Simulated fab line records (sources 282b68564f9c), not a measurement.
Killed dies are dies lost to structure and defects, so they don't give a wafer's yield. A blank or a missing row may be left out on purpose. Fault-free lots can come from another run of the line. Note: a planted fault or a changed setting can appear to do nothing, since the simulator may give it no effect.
Problem report in the 8D (eight disciplines) form, filled by code    flow rit-cmos    the parts of the form that need people (team, actions taken, sign-off) are left out

## 1. THE ISSUE
Wafers free of any fault read 402 nm (standard deviation 6.6) for CONTACT_TEOS_THK at RIT_CONTACT_THK_MEAS_01, against a mean of 442 nm on 3 wafers of 2 lots. Relative to the usual mean, that is a shift of +6.0 standard deviations.
First observed at day 4 20:17: wafer L451.3, on film-metro-02. Wafers with a number at this step in the record: 42, from 14 lots. Rule for "out" (also "out of limits"): further than 4 standard deviations from the usual mean. All remaining wafers that have a number are taken as sound.

## 2. WHAT IT IS; WHAT IT IS NOT
question                     is                            is not
which readings at this step  CONTACT_TEOS_THK              -
which lots                   L451, L454                    L443, L444, L446, L447, L455, L456, L458, L459, L461, L462, L465, L466
which wafers of those lots   L451.3, L454.3, L454.5        L451.1, L451.5, L454.6
read on which gauges         film-metro-02, film-metro-03  film-metro-04
when                         from day 4 20:17              up to then (14 sound wafers); but 25 sound wafers of L454, L455, L456, L458, L459, L461, L462, L465, L466 came after

## 3. SUSPECTS, AND WHAT RULES EACH OUT
Counting: any tool at a process step up to the reading remains a suspect provided it ran every lot that is out. Sound lots after the first of them don't rule it out here, since some wafers of a struck lot are sound.
- the gauge at RIT_CONTACT_THK_MEAS_01 is ruled out. 2 gauges (film-metro-02, film-metro-03) read the wafers that are out.
- pecvd-02 at RIT_CONTACT_CVD_00 (deposits SiO2 from TEOS, target thk 400 nm, time 61 s): kept. Ran every lot that is out, first one L451 (day 4 20:14); last sound lot up to then L443 (day 3 08:43). Out on those wafers are its own readings of rf-fwd-power-W.
- In pecvd-02 at RIT_CONTACT_CVD_00, the wafers that are out were processed in chamber 0 and their sound lot-mates in chambers 1, 2.
Remaining after the count: pecvd-02 at RIT_CONTACT_CVD_00.

## 4. THE CAUSE (what the simulator had put in)
pecvd-02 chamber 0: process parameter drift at RIT_CONTACT_CVD_00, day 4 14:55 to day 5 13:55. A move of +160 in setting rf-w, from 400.
The count eliminated every tool but this one.

## 5. SEQUENCE OF EFFECTS, ordered by route
Each row: a reading where the mean over the struck wafers with a number is more than 3 standard deviations away from the usual. Scope: only readings with a usual standard deviation given in the record; hours: median across lots of the time from each lot's start at the first step in this table that gives one to its start at this step; sigmas: change in usual standard deviations.
hours  step                     reading           usual    on struck wafers  change  sigmas
0      RIT_CONTACT_CVD_00       rf-fwd-power-W    396.7 W  554.1             +157.4  +93
0      RIT_CONTACT_THK_MEAS_01  CONTACT_TEOS_THK  402 nm   442               +40     +6.0
Its process steps:
- RIT_CONTACT_CVD_00: deposits SiO2 from TEOS, target thk 400 nm, time 61 s.

## 6. HOW IT WOULD HAVE BEEN CAUGHT EARLIER
5 hours passed between the start of the fault at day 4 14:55 and the first reading out of limits at a measuring or inspecting step in this record, taken at day 4 20:17.
The tool's own readings at RIT_CONTACT_CVD_00 were out on every struck wafer that the step has a row for (rf-fwd-power-W): an alarm limit on them would have fired on the first of those.
Of the lots that are out (2), L454 began RIT_CONTACT_CVD_00 on pecvd-02 after day 4 20:17. Putting the tool on hold at that point would have spared it.
